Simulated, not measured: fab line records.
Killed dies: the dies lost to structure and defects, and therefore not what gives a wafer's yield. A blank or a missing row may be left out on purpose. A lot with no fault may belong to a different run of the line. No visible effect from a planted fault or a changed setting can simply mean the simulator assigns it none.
8D (eight disciplines) problem report, filled in by code / flow berkeley-cmos170 / the parts of the form that need people (team, actions taken, sign-off) are left out

## 1. PROBLEM STATEMENT
Mean of beam-energy-keV at UCB170_NWELL_IMPLANT_14: 158.31 across 6 wafers in 2 lots; on wafers with no fault it is 149.99 (standard deviation 0.045). That is +99 or more standard deviations from the usual mean.
The first sign was on wafer L743.1 at day 4 07:17, on implanter-04. The record holds 42 wafers of 14 lots with a number at this step. Rule for "out", or "out of limits": more than 4 standard deviations from the usual mean. All remaining wafers that have a number are taken as sound.

## 2. WHAT THIS IS AND IS NOT
question=which readings at this step | is=beam-energy-keV | is not=faraday-current-uA
question=which lots | is=L743, L747 | is not=L734, L735, L736, L737, L738, L739, L744, L746, L750, L752, L753, L754
question=which wafers of those lots | is=all that have a number | is not=-
question=read on which tools | is=implanter-04 | is not=implanter-01, implanter-02
question=when | is=from day 4 07:17 | is not=up to then (18 sound wafers); but 18 sound wafers of L744, L746, L750, L752, L753, L754 came after

## 3. SUSPECTS, AND WHAT RULES EACH OUT
Counting: a tool at any process step up to the reading remains a suspect when it ran all the lots that are out and ran no sound lot after the first of those.
- implanter-04 at UCB170_NWELL_IMPLANT_14: kept. It processed each lot that is out, first L743 at day 4 07:17, and no sound lot thereafter; up to then, the last sound lot it processed was L739 at day 3 13:25. Its own beam-energy-keV readings are out on those wafers.
The count leaves implanter-04 at UCB170_NWELL_IMPLANT_14.

## 4. THE CAUSE (what the simulator had put in)
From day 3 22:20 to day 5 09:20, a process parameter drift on implanter-04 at UCB170_NWELL_IMPLANT_14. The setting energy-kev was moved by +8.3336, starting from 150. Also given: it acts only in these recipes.
This tool alone remained once counting was done.

## 5. THE CHAIN OF EFFECTS, in route order
Each row: a reading where the mean over the struck wafers with a number is more than 3 standard deviations away from the usual. Readings are gone through only where the record gives a usual standard deviation; hours: the median, over the lots, of the time from a lot's start at the first step in this table giving one to that lot's start at this step; sigmas: the change measured in usual standard deviations.
hours=0; step=UCB170_NWELL_IMPLANT_14; reading=beam-energy-keV; usual=149.99; on struck wafers=158.31; change=+8.32; sigmas=+99 or more
It contains these process steps:
- UCB170_NWELL_IMPLANT_14
At these later measuring or inspecting steps, every struck wafer for which the step has a row has a number for every such reading, and none has moved that far: UCB170_NVT_OVL_MEAS_06.

## 6. HOW IT WOULD HAVE BEEN CAUGHT EARLIER
The fault began at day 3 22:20; the first out-of-limits reading in this record came at day 4 07:17, 9 hours later.
